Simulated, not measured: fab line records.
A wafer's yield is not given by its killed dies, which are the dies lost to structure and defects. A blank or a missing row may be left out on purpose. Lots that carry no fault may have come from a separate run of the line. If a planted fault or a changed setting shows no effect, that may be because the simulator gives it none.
Which of the tools did it? :: flow berkeley-cmos170 :: 14 lots (42 wafers sampled), 1 step of a 331-step route

## WHAT EACH GAUGE READ, for each wafer
The record lacks any reading of a measuring or inspecting step that a usual standard deviation could be used to judge.

## WHICH TOOL RAN EACH LOT (tool, then ch and the chambers of the sampled wafers, then the start)
lot: L192
UCB170_GATE_ETCH_15: rie-si-01 ch 2,3, day 7 05:31

lot: L191
UCB170_GATE_ETCH_15: rie-si-02 ch 0,2,3, day 7 05:56

lot: L195
UCB170_GATE_ETCH_15: rie-si-01 ch 0,1,2, day 7 18:46

lot: L194
UCB170_GATE_ETCH_15: rie-si-02 ch 0,2,3, day 7 18:53

lot: L196
UCB170_GATE_ETCH_15: rie-si-01 ch 0,1,3, day 7 19:08

lot: L193
UCB170_GATE_ETCH_15: rie-si-02 ch 0,1,2, day 7 19:29

lot: L199
UCB170_GATE_ETCH_15: rie-si-01 ch 0,3, day 8 20:07

lot: L200
UCB170_GATE_ETCH_15: rie-si-02 ch 0,1,3, day 8 20:32

lot: L201
UCB170_GATE_ETCH_15: rie-si-01 ch 0,2,3, day 8 20:58

lot: L204
UCB170_GATE_ETCH_15: rie-si-02 ch 0,1,2, day 9 20:19

lot: L206
UCB170_GATE_ETCH_15: rie-si-02 ch 1,3, day 10 11:02

lot: L210
UCB170_GATE_ETCH_15: rie-si-01 ch 0,3, day 10 19:56

lot: L212
UCB170_GATE_ETCH_15: rie-si-01 ch 0,1,2, day 11 16:10

lot: L211
UCB170_GATE_ETCH_15: rie-si-01 ch 0,3, day 11 16:47
- UCB170_GATE_ETCH_15: etches poly-Si in HBr/Cl2, stops on SiO2, time 56.3 s, target depth 278.2 nm.

## WHAT THE TOOLS THEMSELVES READ (means of the sampled wafers that have a number; where no wafer has one, the mark that the record gives instead)
UCB170_GATE_ETCH_15. Usual: bias-w 146.4 W, standard deviation 0.42; drypump-motor-current-A 5.3 A, standard deviation 0.58; oes-product-au 0.839 a.u., standard deviation 0.013; rf-fwd-power-W 297.2 W, standard deviation 1.3; run-length-s 84.3 s, standard deviation 0.42; throttle-valve-pct 26.3 %, standard deviation 0.36.
lot: L192
tool: rie-si-01
bias-w (W): 146.4
drypump-motor-current-A (A): 5.2
oes-product-au (a.u.): 0.838
rf-fwd-power-W (W): 297.9
run-length-s (s): 84.5
throttle-valve-pct (%): 26.0
flag: 

lot: L191
tool: rie-si-02
bias-w (W): 146.4
drypump-motor-current-A (A): 5.4
oes-product-au (a.u.): 0.827
rf-fwd-power-W (W): 297.3
run-length-s (s): 84.4
throttle-valve-pct (%): 26.6
flag: 

lot: L195
tool: rie-si-01
bias-w (W): 146.3
drypump-motor-current-A (A): 5.4
oes-product-au (a.u.): 0.845
rf-fwd-power-W (W): 297.4
run-length-s (s): 83.7
throttle-valve-pct (%): 26.4
flag: 

lot: L194
tool: rie-si-02
bias-w (W): 146.4
drypump-motor-current-A (A): 5.4
oes-product-au (a.u.): 0.839
rf-fwd-power-W (W): 298.0
run-length-s (s): 84.4
throttle-valve-pct (%): 26.6
flag: 

lot: L196
tool: rie-si-01
bias-w (W): 146.3
drypump-motor-current-A (A): 4.8
oes-product-au (a.u.): 0.845
rf-fwd-power-W (W): 296.1
run-length-s (s): 84.2
throttle-valve-pct (%): 26.3
flag: 

lot: L193
tool: rie-si-02
bias-w (W): 146.6
drypump-motor-current-A (A): 5.5
oes-product-au (a.u.): 0.830
rf-fwd-power-W (W): 298.0
run-length-s (s): 84.5
throttle-valve-pct (%): 26.3
flag: 

lot: L199
tool: rie-si-01
bias-w (W): 146.5
drypump-motor-current-A (A): 5.0
oes-product-au (a.u.): 0.840
rf-fwd-power-W (W): 297.3
run-length-s (s): 84.0
throttle-valve-pct (%): 26.0
flag: 

lot: L200
tool: rie-si-02
bias-w (W): 146.0
drypump-motor-current-A (A): 5.5
oes-product-au (a.u.): 0.840
rf-fwd-power-W (W): 297.9
run-length-s (s): 84.7
throttle-valve-pct (%): 26.5
flag: 

lot: L201
tool: rie-si-01
bias-w (W): 146.2
drypump-motor-current-A (A): 5.4
oes-product-au (a.u.): 0.845
rf-fwd-power-W (W): 297.7
run-length-s (s): 84.4
throttle-valve-pct (%): 26.0
flag: 

lot: L204
tool: rie-si-02
bias-w (W): 146.4
drypump-motor-current-A (A): 5.5
oes-product-au (a.u.): 0.644
rf-fwd-power-W (W): 295.9
run-length-s (s): 113.9
throttle-valve-pct (%): 26.3
flag: OFF

lot: L206
tool: rie-si-02
bias-w (W): 146.1
drypump-motor-current-A (A): 5.1
oes-product-au (a.u.): 0.656
rf-fwd-power-W (W): 297.5
run-length-s (s): 114.1
throttle-valve-pct (%): 26.7
flag: OFF

lot: L210
tool: rie-si-01
bias-w (W): 146.8
drypump-motor-current-A (A): 5.0
oes-product-au (a.u.): 0.843
rf-fwd-power-W (W): 297.3
run-length-s (s): 84.2
throttle-valve-pct (%): 26.0
flag: 

lot: L212
tool: rie-si-01
bias-w (W): 146.7
drypump-motor-current-A (A): 5.4
oes-product-au (a.u.): 0.842
rf-fwd-power-W (W): 297.2
run-length-s (s): 83.8
throttle-valve-pct (%): 26.4
flag: 

lot: L211
tool: rie-si-01
bias-w (W): 146.7
drypump-motor-current-A (A): 5.0
oes-product-au (a.u.): 0.845
rf-fwd-power-W (W): 297.7
run-length-s (s): 84.1
throttle-valve-pct (%): 26.1
flag: 

## THE ANSWER, worked out from the rows above alone
Rule: lot off if the mean of its wafers having a number is beyond 3 standard deviations from the usual mean. Also off: a lot with no number at a reading for which 4 or more lots have one. The other lots that the step has rows for count as sound. First the gauges in route order, then the tools' own readings, where a lot's mean is used as printed above. At the first step where some lot is off, the reading lying furthest off is the one used; lots without a number count as furthest.
Off, at UCB170_GATE_ETCH_15 on run-length-s: L204, L206.
If a tool, at that step or one of the process steps before it, ran each lot that is off and ran no sound lot following the first of them, it fits. One fits: UCB170_GATE_ETCH_15 on rie-si-02. Its last sound lot is L200 (day 8 20:32), its first lot that is off L204 (day 9 20:19): a fault that began between those two fits.
The tool's own readings at UCB170_GATE_ETCH_15 bear it out: on the lots that are off they differ by more than 5 times the standard deviation of the sound lots' means. oes-product-au reads 0.650 a.u. there against 0.840 a.u. on the sound lots; run-length-s reads 114.0 s there against 84.2 s on the sound lots.

## WHAT HAD BEEN PUT IN BY THE SIMULATOR
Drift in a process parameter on rie-si-02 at UCB170_GATE_ETCH_15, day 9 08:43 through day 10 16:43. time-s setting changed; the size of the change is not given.
Shown lots that were struck: L204, L206. This agrees with what the rule above found.
